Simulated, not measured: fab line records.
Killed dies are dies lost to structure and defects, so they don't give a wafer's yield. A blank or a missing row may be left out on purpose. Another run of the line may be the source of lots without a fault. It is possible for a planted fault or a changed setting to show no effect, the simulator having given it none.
A lot that was struck, set against a sound lot -- flow rit-cmos -- 29 steps out of a route of 202
Sound: the wafers L889.1, L889.2, L889.4. Wafers struck: L894.1, L894.3, L894.5. The cause is named last.
At each step with rows: each side's tool, then ch and its chambers, then its first start. Under that, the readings that differ: sound wafers -- struck wafers -- difference of the means -- sigmas: that difference in standard deviations of wafers without a fault.
alike: same words and numbers on both sides, and readings whose means sit less than 2 such deviations apart. not compared: any withheld reading, any reading some wafer has no value for, any bound like >300 that may hide the same value, and any number with overlapping values for which the record gives no deviation.
The two part at a step that has a row with sigmas, a row that says differs or no value, or rows on one side only. Numbers that don't overlap but have no deviation are shown without sigmas and don't part them. A reading missing from all wafers of one side parts the sides only when that side holds two or more wafers.

RIT_SDANNEAL_RTA_03: time 5 s.
  sound on rtp-anneal-01 ch 0, day 5 11:50; struck on rtp-anneal-02 ch 0, day 6 07:44
  alike: wafer_temp_C_max
RIT_SDANNEAL_RS_MEAS_04: a four-point-probe measurement.
  sound on film-metro-01 at day 5 11:53; struck on film-metro-03 at day 6 07:48
  alike: PSD_RS
RIT_SDANNEAL_RS_MEAS_05: a four-point-probe measurement.
  sound on film-metro-01 at day 5 12:01; struck on film-metro-03 at day 6 07:55
reading,sound,struck,difference,sigmas
NSD_RS (ohm/sq),85.2 84.9 85.1,84.0 84.6 84.2,-0.8,-2
RIT_SDANNEAL_RS_MEAS_06: a four-point-probe measurement.
  sound on film-metro-01 at day 5 12:08; struck on film-metro-03 at day 6 08:02
  alike: PLDD_RS
RIT_SDANNEAL_RS_MEAS_07: a four-point-probe measurement.
  sound on film-metro-01 at day 5 12:15; struck on film-metro-03 at day 6 08:10
  alike: NLDD_RS
then, 1 step without rows for these wafers: RIT_SILICIDE_WET_ETCH_00 (etches SiO2 in BOE, target depth 14 nm, time 15 s).
RIT_SILICIDE_SPUTTER_01: material Ti, target thk 30 nm, time 240 s.
  sound on pvd-sputter-02 at day 5 12:23; struck on pvd-sputter-04 at day 6 08:18
  alike: cathode-dc-power-W, throttle-valve-pct
RIT_SILICIDE_RS_MEAS_02: a four-point-probe measurement.
  sound on film-metro-02 at day 5 12:32; struck on film-metro-02 at day 6 08:27
  alike: SILICIDE_TI_RS
RIT_SILICIDE_THK_MEAS_03: measures by xrf.
  sound on film-metro-02 at day 5 12:39; struck on film-metro-02 at day 6 08:34
  alike: SILICIDE_TI_THK
RIT_SILICIDE_RTA_04: time 10 s, ramp up 5 s, ramp down 5 s.
  sound on rtp-anneal-02 ch 0, day 5 12:43; struck on rtp-anneal-01 ch 0, day 6 08:38
  alike: wafer_temp_C_max
then, 1 step without rows for these wafers: RIT_SILICIDE_WET_ETCH_05 (etches Ti in SPM, time 120 s).
RIT_SILICIDE_RTA_06: time 10.37 s, ramp up 5 s, ramp down 10 s.
  sound on rtp-anneal-01 ch 0, day 5 12:49; struck on rtp-anneal-02 ch 0, day 6 08:44
  alike: wafer_temp_C_max
RIT_CONTACT_CVD_00: deposits SiO2 from TEOS, target thk 400 nm, time 61 s.
  sound on pecvd-03 ch 0,1, day 5 12:53; struck on pecvd-03 ch 0,1, day 6 09:01
  alike: heater-power-w, rf-fwd-power-W
RIT_CONTACT_THK_MEAS_01:
  sound on film-metro-01 at day 5 12:56; struck on film-metro-04 at day 6 09:04
reading,sound,struck,difference,sigmas
CONTACT_TEOS_THK (nm),399 393 402,790 790 807,+398,+74
then, 6 steps without rows for these wafers: RIT_CONTACT_HMDS_02 (prime time 60 s); RIT_CONTACT_COAT_03 (resist thk 1000 nm); RIT_CONTACT_SOFTBAKE_04 (time 60 s); RIT_CONTACT_EXPOSE_05 (exposes mask M11, target cd 1000 nm); RIT_CONTACT_PEB_06; RIT_CONTACT_DEVELOP_07 (develop time 120 s).
RIT_CONTACT_CD_MEAS_08 targets a cd of 1000 nm.
  sound on cd-sem-02 at day 5 14:05; struck on cd-sem-02 at day 6 10:06
  alike: cd-nm
RIT_CONTACT_OVL_MEAS_09:
  sound on overlay-02 at day 5 14:13; struck on overlay-01 at day 6 10:13
  alike: CONTACT_OVL
then, 1 step without rows for these wafers: RIT_CONTACT_HARDBAKE_10 (time 60 s).
RIT_CONTACT_ETCH_11: etches SiO2 in CHF3/CF4/Ar, stops on TiSi2, target depth 480 nm, time 320 s.
  sound on rie-diel-01 ch 0,1,3, day 5 14:29; struck on rie-diel-04 ch 1,3, day 6 10:24
reading,sound,struck,difference,sigmas
model.etch.depth-nm (nm),399.3 392.9 401.6,479.6 472.5 482.9,+80.4,
model.CONTACT.feature-depth-nm (nm),399.3 392.9 401.6,479.6 472.5 482.9,+80.4,
  alike: drypump-motor-current-A, mfc-ar-sccm, oes-product-au, rf-fwd-power-W, throttle-valve-pct
  not compared: rf-hours-counter-h
RIT_CONTACT_STRIP_12: strips in O2, time 180 s.
  sound on plasma-asher-01 ch 0,1, day 5 14:43; struck on plasma-asher-02 ch 0,1, day 6 10:36
  alike: drypump-motor-current-A, rf-refl-power-W
  not compared: rf-hours-counter-h
RIT_CONTACT_CD_MEAS_90 targets a cd of 1000 nm.
  sound on cd-sem-02 at day 5 14:53; struck on cd-sem-01 at day 6 10:46
  alike: cd-nm
RIT_CONTACT_CLEAN_13: cleans in SC1, time 600 s.
  sound on wet-bench-03 ch 0, day 5 15:00; struck on wet-bench-01 ch 3, day 6 10:53
reading,sound,struck,difference,sigmas
model.SiO2_of_CONTACT_CVD_00.thk-nm (nm),395.1 388.7 397.5,786.7 785.9 802.3,+397.9,
then, 1 step without rows for these wafers: RIT_CONTACT_CLEAN_14 (cleans in SC2, time 600 s).
RIT_M1_PROBE_99:
  only the struck wafers here have rows in the record (prober-02, day 6 15:17); the sound ones have none

WHERE THEY PART
First at RIT_SDANNEAL_RS_MEAS_05; last, within this record, at RIT_M1_PROBE_99.

WHY: the cause the simulator had injected
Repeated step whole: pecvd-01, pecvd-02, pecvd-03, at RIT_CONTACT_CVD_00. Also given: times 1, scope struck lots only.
